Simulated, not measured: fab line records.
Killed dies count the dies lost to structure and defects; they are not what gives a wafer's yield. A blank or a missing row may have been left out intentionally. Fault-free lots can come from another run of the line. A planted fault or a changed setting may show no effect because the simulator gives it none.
Struck lot and sound lot, side by side -- flow rit-cmos -- 15 out of 202 route steps
Sound: the wafers L350.1, L350.3, L350.5. Wafers struck: L358.2, L358.3, L358.4. The cause comes at the end.
For every step that has rows: the tool of each side, followed by ch and its chambers, followed by its first start. Under that, the readings that differ: sound wafers -- struck wafers -- difference of the means -- sigmas: that difference in standard deviations of wafers without a fault.
alike: words and numbers the same on both sides, and readings whose means are apart by under 2 such deviations; not compared: readings that were withheld, readings missing a value for some wafer, numbers with overlapping values and no deviation given by the record, and bounds like >300 which may hide the same value.
A row with sigmas, a row that says differs or no value, or rows on one side alone: a step with any of these is where the two part. Numbers that have no deviation but don't overlap get no sigmas and don't part them. A reading that every wafer of one side lacks parts them only if that side has two wafers or more.

RIT_CONTACT_STRIP_12: strips in O2, time 180 s.
  sound on plasma-asher-02 ch 0,1, day 3 09:26; struck on plasma-asher-04 ch 0,1, day 5 01:59
  alike: chamber-pressure-mTorr, drypump-motor-current-A
  not compared: rf-hours-counter-h
RIT_CONTACT_CD_MEAS_90: target cd 1000 nm.
  sound: cd-sem-02 at day 3 09:37; struck: cd-sem-02 at day 5 02:11
  alike: cd-nm
then, 2 steps without rows for these wafers: RIT_CONTACT_CLEAN_13 (cleans in SC1, time 600 s); RIT_CONTACT_CLEAN_14 (cleans in SC2, time 600 s).
RIT_M1_SPUTTER_00: material Al, target thk 400 nm, time 500 s.
  sound: pvd-sputter-02 at day 3 10:05; struck: pvd-sputter-02 at day 5 02:49
  alike: throttle-valve-pct
RIT_M1_RS_MEAS_01: a four-point-probe measurement.
  sound: film-metro-01 at day 3 10:23; struck: film-metro-02 at day 5 03:07
  alike: M1_AL_RS
RIT_M1_THK_MEAS_02: measures by xrf.
  sound: film-metro-01 at day 3 10:31; struck: film-metro-02 at day 5 03:14
  alike: M1_AL_THK
then, 5 steps without rows for these wafers: RIT_M1_HMDS_03 (prime time 60 s); RIT_M1_COAT_04 (resist thk 1300 nm); RIT_M1_SOFTBAKE_05 (time 60 s); RIT_M1_EXPOSE_06 (exposes mask M12, target cd 2600 nm); RIT_M1_PEB_07.
RIT_M1_DEVELOP_08: develop time 68 s.
  sound on litho-track-02 ch 0, day 3 11:00; struck on litho-track-02 ch 0, day 5 04:00
reading,sound,struck,difference,sigmas
developer-temp-C (C),22.89 23.08 22.83,23.60 23.55 23.58,+0.64,+6
RIT_M1_CD_MEAS_09: target cd 2600 nm.
  sound: cd-sem-02 at day 3 11:34; struck: cd-sem-02 at day 5 04:11
  alike: cd-nm
RIT_M1_PROBE_99:
  sound: prober-02 at day 3 14:25; struck: prober-02 at day 5 06:52
  alike: defect-limited-yield, killed-at-contacts, killed-at-front-end, killed-dies, killed-open, killed-short, sort_bin_3_pad_short, sort_bin_5_function, sort_bin_6_memory, sort-n-pass, sort-yield-pct

## WHERE THEY PART
At RIT_M1_DEVELOP_08 and nowhere else, as far as this record goes. Later steps at which nothing parts them and some readings are alike: RIT_M1_CD_MEAS_09, RIT_M1_PROBE_99.

WHY: what the simulator had put in
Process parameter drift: litho-track-02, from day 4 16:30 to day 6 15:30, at RIT_M1_DEVELOP_08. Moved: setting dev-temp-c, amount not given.
